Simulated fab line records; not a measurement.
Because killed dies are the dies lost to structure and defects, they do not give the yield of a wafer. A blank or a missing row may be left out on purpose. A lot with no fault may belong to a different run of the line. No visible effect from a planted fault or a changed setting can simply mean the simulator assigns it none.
Problem report in the 8D (eight disciplines) form, filled by code | flow berkeley-cmos170 | the parts of the form that need people (team, actions taken, sign-off) are left out

## 1. THE PROBLEM
PWELL_OXIDE_THK at UCB170_PWELL_THK_MEAS_03 reads a mean of 22.9 nm on 6 wafers of 2 lots; wafers without a fault read 26.4 nm with a standard deviation of 0.44. Relative to the usual mean, that is a shift of -8.0 standard deviations.
First observed at day 4 17:42: wafer L345.1, on film-metro-03. The record holds 42 wafers of 14 lots with a number at this step. Rule for "out" (also "out of limits"): further than 4 standard deviations from the usual mean. The other wafers with a number count as sound.

## 2. WHAT THIS IS AND IS NOT
question                    | is                           | is not
which readings at this step | PWELL_OXIDE_THK              | -
which lots                  | L345, L346                   | L335, L336, L337, L339, L342, L343, L344, L347, L354, L355, L357, L358
which wafers of those lots  | all that have a number       | -
read on which gauges        | film-metro-03, film-metro-04 | film-metro-01
when                        | from day 4 17:42             | up to then (21 sound wafers); but 15 sound wafers of L347, L354, L355, L357, L358 came after

## 3. WHAT RULES OUT EACH SUSPECT
Counting: a tool at any process step up to the reading remains a suspect when it ran all the lots that are out and ran no sound lot after the first of those.
- the gauge at UCB170_PWELL_THK_MEAS_03 has been ruled out. 2 gauges (film-metro-03, film-metro-04) read the wafers that are out.
- furnace-03 at UCB170_PWELL_OXIDATION_02 (target thk 26.4 nm, ox time 1260 s): kept. It processed each lot that is out, first L345 at day 4 16:21, and no sound lot thereafter; up to then, the last sound lot it processed was L342 at day 4 06:10. Its own spike-tc-centre-C, spike-tc-load-C, spike-tc-source-C, tube-center-temp-C, tube_center_temp_C_max readings are out on those wafers.
After counting, what remains is furnace-03 at UCB170_PWELL_OXIDATION_02.

## 4. THE CAUSE (what the simulator had put in)
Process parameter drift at UCB170_PWELL_OXIDATION_02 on furnace-03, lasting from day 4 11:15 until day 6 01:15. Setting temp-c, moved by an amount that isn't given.
Counting left only this tool.

## 5. THE CHAIN OF EFFECTS, in route order
Each row: a reading where the mean over the struck wafers with a number is more than 3 standard deviations away from the usual. Only readings for which the record gives a usual standard deviation are gone through. hours: the time from each lot's start at the first step in this table that gives one to its start at this step, as a median over the lots. sigmas: the change in usual standard deviations.
hours | step                      | reading                | usual    | on struck wafers | change | sigmas
0     | UCB170_PWELL_OXIDATION_02 | spike-tc-centre-C      | 1002.3 C | 990.2            | -12.1  | -12
0     | UCB170_PWELL_OXIDATION_02 | spike-tc-load-C        | 1026.6 C | 1014.7           | -11.9  | -5.4
0     | UCB170_PWELL_OXIDATION_02 | spike-tc-source-C      | 1021 C   | 1006             | -15    | -4.5
0     | UCB170_PWELL_OXIDATION_02 | tube-center-temp-C     | 1000 C   | 988              | -12    | -99 or more
0     | UCB170_PWELL_OXIDATION_02 | tube_center_temp_C_max | 1002.6   | 990.7            | -11.9  | -29
1     | UCB170_PWELL_THK_MEAS_03  | PWELL_OXIDE_THK        | 26.4 nm  | 22.9             | -3.5   | -8.0
Here are the process steps it includes:
- UCB170_PWELL_OXIDATION_02: target thk 26.4 nm, ox time 1260 s.

## 6. WHAT WOULD HAVE CAUGHT IT SOONER
Counted from the fault's start at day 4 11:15, it took 6 hours until the first out-of-limits reading at a measuring or inspecting step in this record, taken at day 4 17:42.
At UCB170_PWELL_OXIDATION_02, the tool's own readings (spike-tc-centre-C, spike-tc-load-C, spike-tc-source-C, tube-center-temp-C, tube_center_temp_C_max) were out on each struck wafer the step has a row for, so an alarm limit on them would have fired on the first such wafer.
The start of UCB170_PWELL_OXIDATION_02 on furnace-03 came by day 4 17:42 for every one of the lots that are out (2). None of them would have been spared by holding the tool at that moment.
